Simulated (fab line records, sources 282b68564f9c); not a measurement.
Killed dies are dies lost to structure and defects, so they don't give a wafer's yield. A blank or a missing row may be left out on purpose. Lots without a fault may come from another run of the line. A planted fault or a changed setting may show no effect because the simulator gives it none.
fab line records | flow rit_cmos
record lots=5 wafers=15 last_day=6
route steps=202 shown FOX2@25 NWELL@28 PWELL@39 WELLDRIVE@50
lots that met no fault: from a run of the same line without faults
start_h: hours from the record's first day to the start of the lot's first wafer shown | wait_h: hours since the lot's step before | " the same as in the row above | L1.1+2: a row that stands for several wafers | - no value, or no start given | * or withheld: withheld | < > ~ a bound
route shown NAME@n: a module of which the file shows steps, and the number in the route of the first | usual: mean/standard deviation of fault-free wafers | same: alike in all rows | chamber/n: place in a boat | sites: the reading at each site | _std_site: their standard deviation | _edge_site: outer sites' mean less inner sites' | radius_mm: how far each site lies from the wafer's centre | mask NAME#n: copy n | behind: the tool/chamber that last shaped the wafer | hold: why the lot was held/for how many hours/how that ended | device: the transistor (n, p or np) that didn't switch | end of line: the same wafers' tests at the end of the route | a step without rows: its recipe alone | killed: dies lost to structure and defects at the first sort, not the wafer's yield | map: a wafer's dies, x killed, . not, _ none there
set.NAME: the setting as run; set.NAME@STEP: as run at that earlier step | model.NAME: the simulator's own value behind a step, which no gauge read
lots at some steps of the route; a table a step, a row a wafer
services: from which hour (start_h, from the record's first day; less than 0 if before it) a tool's chamber was out of use, for how many hours, and why
## steps
# step RIT_FOX2_CLEAN_02
# recipe chemistry=dHF dilution=50:1 time_s=180
# columns lot.wafer tool chamber start_h wait_h
L076.1+2+4 wet_bench-04 0 29.93 0.1
L079.3+5+6 wet_bench-04 0 45.62 0.0
L081.1+2+4 wet_bench-02 2 59.41 0.1
L088.2+5+6 wet_bench-02 2 90.62 0.0
L091.1+3+4 wet_bench-01 3 104.86 0.1
# step RIT_FOX2_WET_ETCH_03
# recipe chemistry=H3PO4 target=Si3N4 target_depth_nm=195 temp_c=165 time_s=2700
# usual bath_heat_duty_pct=26/3.6
# columns lot.wafer tool chamber start_h wait_h bath_heat_duty_pct
L076.1 wet_bench-01 2 30.00 0.0 25
L076.2 " 2 " " 22
L076.4 " 2 " " 23
L079.3 wet_bench-02 2 45.69 0.0 25
L079.5 " 2 " " 23
L079.6 " 2 " " 28
L081.1 wet_bench-01 1 59.47 0.0 26
L081.2 " 1 " " 29
L081.4 " 1 " " 29
L088.2 wet_bench-01 3 90.68 0.0 31
L088.5 " 3 " " 29
L088.6 " 3 " " 29
L091.1 wet_bench-04 1 104.92 0.0 33
L091.3 " 1 " " 34
L091.4 " 1 " " 33
# step RIT_FOX2_THK_MEAS_90
# recipe reads=SiO2_of_FOX2_OXIDATION_00
# usual FIELD_OXIDE_LEFT_1_THK=324/6.5
# columns lot.wafer tool chamber start_h wait_h FIELD_OXIDE_LEFT_1_THK[nm]
L076.1 film_metro-04 - 30.82 0.0 330
L076.2 " - " " 333
L076.4 " - " " 333
L079.3 film_metro-04 - 46.53 0.0 324
L079.5 " - " " 329
L079.6 " - " " 331
L081.1 film_metro-04 - 60.99 0.0 321
L081.2 " - " " 316
L081.4 " - " " 322
L088.2 film_metro-04 - 91.51 0.0 318
L088.5 " - " " 316
L088.6 " - " " 321
L091.1 film_metro-04 - 105.68 0.0 323
L091.3 " - " " 319
L091.4 " - " " 323
# step RIT_NWELL_HMDS_00
# recipe prime_time_s=60 prime_temp_c=140
# columns lot.wafer tool chamber start_h wait_h
L076.1+2+4 litho_track-04 0 30.93 0.1
L079.3+5+6 litho_track-02 0 46.62 0.1
L081.1+2+4 litho_track-03 0 61.05 0.1
L088.2+5+6 litho_track-02 0 91.59 0.1
L091.1+3+4 litho_track-02 0 105.74 0.1
# step RIT_NWELL_COAT_01
# recipe resist=NOVOLAK spin_rpm=2000 resist_thk_nm=1300
# columns lot.wafer tool chamber start_h wait_h
L076.1+2+4 litho_track-04 0 31.08 0.1
L079.3+5+6 litho_track-02 0 46.77 0.1
L081.1+2+4 litho_track-03 0 61.20 0.1
L088.2+5+6 litho_track-02 0 91.74 0.1
L091.1+3+4 litho_track-02 0 105.89 0.1
# step RIT_NWELL_SOFTBAKE_02
# recipe resist=NOVOLAK temp_c=90 time_s=60
# columns lot.wafer tool chamber start_h wait_h
L076.1+2+4 litho_track-04 0 31.23 0.1
L079.3+5+6 litho_track-02 0 46.92 0.1
L081.1+2+4 litho_track-03 0 61.35 0.1
L088.2+5+6 litho_track-02 0 91.89 0.1
L091.1+3+4 litho_track-02 0 106.04 0.1
# step RIT_NWELL_EXPOSE_03
# recipe mask_id=M2 na=0.57 target_cd_nm=43900 dose_mj=250
# columns lot.wafer tool chamber start_h wait_h mask
L076.1+2+4 iline_stepper-01 0 31.38 0.1 M2#0
L079.3+5+6 iline_stepper-02 0 47.06 0.1 M2#0
L081.1+2+4 iline_stepper-02 0 61.62 0.2 M2#0
L088.2+5+6 iline_stepper-02 0 92.03 0.1 M2#0
L091.1+3+4 iline_stepper-02 0 106.31 0.2 M2#0
# step RIT_NWELL_PEB_04
# recipe resist=NOVOLAK temp_c=withheld time_s=withheld
# columns lot.wafer tool chamber start_h wait_h
L076.1+2+4 litho_track-02 0 31.49 0.1
L079.3+5+6 litho_track-03 0 47.19 0.1
L081.1+2+4 litho_track-03 0 61.74 0.1
L088.2+5+6 litho_track-03 0 92.16 0.1
L091.1+3+4 litho_track-03 0 106.43 0.1
# step RIT_NWELL_DEVELOP_05
# recipe resist=NOVOLAK develop_time_s=68 dev_temp_c=23
# usual developer_temp_C=22.99/0.093
# columns lot.wafer tool chamber start_h wait_h developer_temp_C
L076.1 litho_track-02 0 - - 23.07
L076.2 " 0 " " 22.97
L076.4 " 0 " " 22.95
L079.3 litho_track-03 0 - - 23.04
L079.5 " 0 " " 22.96
L079.6 " 0 " " 22.94
L081.1 litho_track-03 0 - - 22.94
L081.2 " 0 " " 22.88
L081.4 " 0 " " 22.87
L088.2 litho_track-03 0 - - 22.90
L088.5 " 0 " " 23.03
L088.6 " 0 " " 22.84
L091.1 litho_track-03 0 - - 22.89
L091.3 " 0 " " 22.98
L091.4 " 0 " " 22.95
# step RIT_NWELL_OVL_MEAS_06
# usual NWELL_OVL=0.5/1.2
# columns lot.wafer tool chamber start_h wait_h NWELL_OVL[nm]
L076.1 overlay-01 - 31.81 - 1.0
L076.2 " - " " 1.5
L076.4 " - " " -0.4
L079.3 overlay-01 - 47.47 - -1.8
L079.5 " - " " 0.0
L079.6 " - " " 0.5
L081.1 overlay-01 - 62.05 - 0.5
L081.2 " - " " 0.2
L081.4 " - " " 0.8
L088.2 overlay-01 - 92.45 - 0.1
L088.5 " - " " 0.9
L088.6 " - " " -1.4
L091.1 overlay-01 - 106.74 - 1.8
L091.3 " - " " 0.4
L091.4 " - " " 2.2
# step RIT_NWELL_HARDBAKE_07
# recipe resist=NOVOLAK temp_c=140 time_s=120
# columns lot.wafer tool chamber start_h wait_h
L076.1+2+4 litho_track-04 0 31.99 0.2
L079.3+5+6 litho_track-03 0 47.58 0.1
L081.1+2+4 litho_track-04 0 62.09 0.0
L088.2+5+6 litho_track-04 0 92.52 0.1
L091.1+3+4 litho_track-04 0 106.78 0.0
# step RIT_NWELL_IMPLANT_08
# recipe species=P energy_kev=170 dose_cm2=5e+13 tilt_deg=7
# usual dose_ions_cm2=5e+13/5.4e+10
# same implant_ion_amu=31
# columns lot.wafer tool chamber start_h wait_h dose_ions_cm2
L076.1 implanter-04 0 32.24 0.2 5.001e+13
L076.2 " 0 " " 4.996e+13
L076.4 " 0 " " 5.002e+13
L079.3 implanter-04 0 47.79 0.2 5.007e+13
L079.5 " 0 " " 5e+13
L079.6 " 0 " " 5.002e+13
L081.1 implanter-04 0 62.34 0.2 5.002e+13
L081.2 " 0 " " 4.998e+13
L081.4 " 0 " " 4.991e+13
L088.2 implanter-02 0 92.75 0.2 5.004e+13
L088.5 " 0 " " 5.002e+13
L088.6 " 0 " " 5.002e+13
L091.1 implanter-04 0 107.03 0.2 5.008e+13
L091.3 " 0 " " 4.996e+13
L091.4 " 0 " " 4.993e+13
# step RIT_NWELL_STRIP_09
# recipe chemistry=O2 time_s=180 resist=NOVOLAK platen_temp_c=withheld power_w=500 pressure_mtorr=4000 o2_flow_sccm=4000
# usual drypump_motor_current_A=5.3/0.63
# columns lot.wafer tool chamber start_h wait_h drypump_motor_current_A rf_hours_counter_h
L076.1 plasma_asher-04 0 32.39 0.1 4.8 45
L076.2 " 1 " " 5.2 45
L076.4 " 0 " " 4.8 -
L079.3 plasma_asher-04 0 47.95 0.1 4.8 -
L079.5 " 1 " " 5.2 -
L079.6 " 0 " " 4.8 -
L081.1 plasma_asher-02 1 62.49 0.1 5.0 23
L081.2 " 0 " " 6.5 23
L081.4 " 0 " " 6.4 -
L088.2 plasma_asher-01 0 92.88 0.1 5.3 37
L088.5 " 0 " " 5.3 -
L088.6 " 1 " " 4.7 -
L091.1 plasma_asher-02 1 107.18 0.1 4.9 28
L091.3 " 0 " " 6.5 -
L091.4 " 1 " " 4.9 -
# step RIT_NWELL_TW_MEAS_10
# usual NWELL_TW=2122/16
# columns lot.wafer tool chamber start_h wait_h NWELL_TW
L076.1 film_metro-02 - 32.57 0.1 2142
L076.2 " - " " 2132
L076.4 " - " " 2122
L079.3 film_metro-01 - 48.49 0.5 2142
L079.5 " - " " 2133
L079.6 " - " " 2142
L081.1 film_metro-04 - 62.66 0.1 2107
L081.2 " - " " 2108
L081.4 " - " " 2108
L088.2 film_metro-02 - 93.06 0.1 2117
L088.5 " - " " 2119
L088.6 " - " " 2115
L091.1 film_metro-04 - 107.35 0.1 2095
L091.3 " - " " 2107
L091.4 " - " " 2083
# step RIT_PWELL_HMDS_00
# recipe prime_time_s=60 prime_temp_c=140
# columns lot.wafer tool chamber start_h wait_h
L076.1+2+4 litho_track-03 0 32.66 0.1
L079.3+5+6 litho_track-01 0 48.58 0.1
L081.1+2+4 litho_track-04 0 62.72 0.1
L088.2+5+6 litho_track-03 0 93.14 0.1
L091.1+3+4 litho_track-01 0 107.41 0.1
# step RIT_PWELL_COAT_01
# recipe resist=NOVOLAK spin_rpm=2000 resist_thk_nm=1300
# columns lot.wafer tool chamber start_h wait_h
L076.1+2+4 litho_track-03 0 32.81 0.1
L079.3+5+6 litho_track-01 0 48.73 0.1
L081.1+2+4 litho_track-04 0 62.87 0.1
L088.2+5+6 litho_track-03 0 93.29 0.1
L091.1+3+4 litho_track-01 0 107.56 0.1
# step RIT_PWELL_SOFTBAKE_02
# recipe resist=NOVOLAK temp_c=90 time_s=60
# columns lot.wafer tool chamber start_h wait_h
L076.1+2+4 litho_track-03 0 32.96 0.1
L079.3+5+6 litho_track-01 0 48.88 0.1
L081.1+2+4 litho_track-04 0 63.02 0.1
L088.2+5+6 litho_track-03 0 93.44 0.1
L091.1+3+4 litho_track-01 0 107.71 0.1
# step RIT_PWELL_EXPOSE_03
# recipe mask_id=M3 na=0.57 target_cd_nm=43700 dose_mj=250
# columns lot.wafer tool chamber start_h wait_h mask
L076.1+2+4 iline_stepper-02 0 33.23 0.2 M3#0
L079.3+5+6 iline_stepper-01 0 49.01 0.1 M3#0
L081.1+2+4 iline_stepper-01 0 63.30 0.2 M3#0
L088.2+5+6 iline_stepper-02 0 93.58 0.1 M3#0
L091.1+3+4 iline_stepper-02 0 107.99 0.2 M3#0
# step RIT_PWELL_PEB_04
# recipe resist=NOVOLAK temp_c=withheld time_s=withheld
# columns lot.wafer tool chamber start_h wait_h
L076.1+2+4 litho_track-03 0 33.35 0.1
L079.3+5+6 litho_track-01 0 49.14 0.1
L081.1+2+4 litho_track-04 0 63.41 0.1
L088.2+5+6 litho_track-04 0 93.71 0.1
L091.1+3+4 litho_track-04 0 108.11 0.1
# step RIT_PWELL_DEVELOP_05
# recipe resist=NOVOLAK develop_time_s=68 dev_temp_c=23
# usual developer_temp_C=23.03/0.11
# columns lot.wafer tool chamber start_h wait_h developer_temp_C
L076.1 litho_track-03 0 - - 22.89
L076.2 " 0 " " 23.08
L076.4 " 0 " " 22.99
L079.3 litho_track-01 0 - - 23.12
L079.5 " 0 " " 23.01
L079.6 " 0 " " 23.01
L081.1 litho_track-04 0 - - 23.27
L081.2 " 0 " " 23.14
L081.4 " 0 " " 23.11
L088.2 litho_track-04 0 - - 23.08
L088.5 " 0 " " 23.23
L088.6 " 0 " " 23.19
L091.1 litho_track-04 0 - - 23.16
L091.3 " 0 " " 23.21
L091.4 " 0 " " 23.09
# step RIT_PWELL_OVL_MEAS_06
# usual PWELL_OVL=1.3/1.3
# columns lot.wafer tool chamber start_h wait_h PWELL_OVL[nm]
L076.1 overlay-01 - 33.66 - 2.5
L076.2 " - " " 2.3
L076.4 " - " " 1.4
L079.3 overlay-01 - 49.42 - 1.2
L079.5 " - " " 2.4
L079.6 " - " " 2.7
L081.1 overlay-01 - 63.73 - 4.2
L081.2 " - " " 3.6
L081.4 " - " " 2.1
L088.2 overlay-01 - 94.00 - 2.4
L088.5 " - " " 2.9
L088.6 " - " " 2.6
L091.1 overlay-01 - 108.42 - 2.4
L091.3 " - " " 4.0
L091.4 " - " " 1.1
# step RIT_PWELL_HARDBAKE_07
# recipe resist=NOVOLAK temp_c=140 time_s=120
# columns lot.wafer tool chamber start_h wait_h
L076.1+2+4 litho_track-01 0 33.70 0.0
L079.3+5+6 litho_track-01 0 49.53 0.1
L081.1+2+4 litho_track-01 0 63.76 0.0
L088.2+5+6 litho_track-01 0 94.07 0.1
L091.1+3+4 litho_track-03 0 108.61 0.2
# step RIT_PWELL_IMPLANT_08
# recipe species=B energy_kev=170 dose_cm2=7e+13 tilt_deg=7
# usual dose_ions_cm2=7.001e+13/7.8e+10
# same implant_ion_amu=11
# columns lot.wafer tool chamber start_h wait_h dose_ions_cm2
L076.1 implanter-01 0 33.95 0.2 6.993e+13
L076.2 " 0 " " 6.99e+13
L076.4 " 0 " " 6.998e+13
L079.3 implanter-03 0 49.74 0.2 6.996e+13
L079.5 " 0 " " 6.996e+13
L079.6 " 0 " " 7.002e+13
L081.1 implanter-04 0 64.01 0.2 6.99e+13
L081.2 " 0 " " 6.985e+13
L081.4 " 0 " " 6.993e+13
L088.2 implanter-03 0 94.31 0.2 6.995e+13
L088.5 " 0 " " 7.007e+13
L088.6 " 0 " " 7e+13
L091.1 implanter-01 0 108.86 0.2 7.004e+13
L091.3 " 0 " " 6.991e+13
L091.4 " 0 " " 7.005e+13
# step RIT_PWELL_STRIP_09
# recipe chemistry=O2 time_s=180 resist=NOVOLAK platen_temp_c=withheld power_w=500 pressure_mtorr=4000 o2_flow_sccm=4000
# usual drypump_motor_current_A=5.4/0.53
# columns lot.wafer tool chamber start_h wait_h drypump_motor_current_A rf_hours_counter_h
L076.1 plasma_asher-04 0 34.10 0.1 4.8 45
L076.2 " 1 " " 5.1 45
L076.4 " 0 " " 4.8 -
L079.3 plasma_asher-03 0 49.90 0.1 5.8 -
L079.5 " 0 " " 5.8 -
L079.6 " 1 " " 5.4 -
L081.1 plasma_asher-03 0 64.16 0.1 5.8 47
L081.2 " 1 " " 5.4 47
L081.4 " 1 " " 5.4 -
L088.2 plasma_asher-02 0 94.43 0.1 6.5 26
L088.5 " 0 " " 6.5 -
L088.6 " 1 " " 5.0 -
L091.1 plasma_asher-02 0 109.01 0.1 6.5 28
L091.3 " 1 " " 4.9 -
L091.4 " 0 " " 6.4 -
# step RIT_PWELL_TW_MEAS_10
# usual PWELL_TW=944/5.5
# columns lot.wafer tool chamber start_h wait_h PWELL_TW
L076.1 film_metro-02 - 34.27 0.1 941
L076.2 " - " " 945
L076.4 " - " " 944
L079.3 film_metro-04 - 50.04 0.1 942
L079.5 " - " " 936
L079.6 " - " " 932
L081.1 film_metro-01 - 64.34 0.1 955
L081.2 " - " " 949
L081.4 " - " " 956
L088.2 film_metro-02 - 94.62 0.1 939
L088.5 " - " " 941
L088.6 " - " " 944
L091.1 film_metro-01 - 109.18 0.1 944
L091.3 " - " " 947
L091.4 " - " " 946
# step RIT_WELLDRIVE_ANNEAL_00
# recipe temp_c=1100 time_s=14700 ambient=N2
# usual tube_center_temp_C=1100/0.1
# columns lot.wafer tool chamber start_h wait_h tube_center_temp_C
L076.1 furnace-04 0 35.85 1.6 1100.1
L076.2 " 0 " " 1100
L076.4 " 0 " " 1100.2
L079.3 furnace-01 0 50.59 0.5 1100
L079.5 " 0 " " 1100
L079.6 " 0 " " 1100.2
L081.1 furnace-03 0 64.40 0.1 1100
L081.2 " 0 " " 1100.1
L081.4 " 0 " " 1100
L088.2 furnace-01 0 95.64 1.0 1099.9
L088.5 " 0 " " 1100
L088.6 " 0 " " 1100
L091.1 furnace-03 0 109.24 0.1 1099.9
L091.3 " 0 " " 1100.1
L091.4 " 0 " " 1100.1
## services
# columns tool chamber start_h hours kind
implanter-01 - 22.80 2.8 repair
furnace-01 - 25.08 3.3 pm
plasma_asher-03 - 27.69 0.9 repair
iline_stepper-02 - 31.40 1.7 pm
iline_stepper-02 - 35.11 0.9 repair
iline_stepper-01 0 35.88 - calibration
plasma_asher-01 - 38.42 0.3 repair
furnace-04 - 40.93 3.0 pm
furnace-01 - 56.75 3.3 pm
iline_stepper-02 0 64.84 - calibration
iline_stepper-01 - 86.13 1.8 repair
implanter-02 - 95.61 5.9 pm
wet_bench-01 - 96.57 1.0 repair
plasma_asher-01 - 108.75 9.0 pm
plasma_asher-01 0 108.75 9.0 vent_cycle
plasma_asher-01 1 108.75 9.0 vent_cycle
## key
fault none
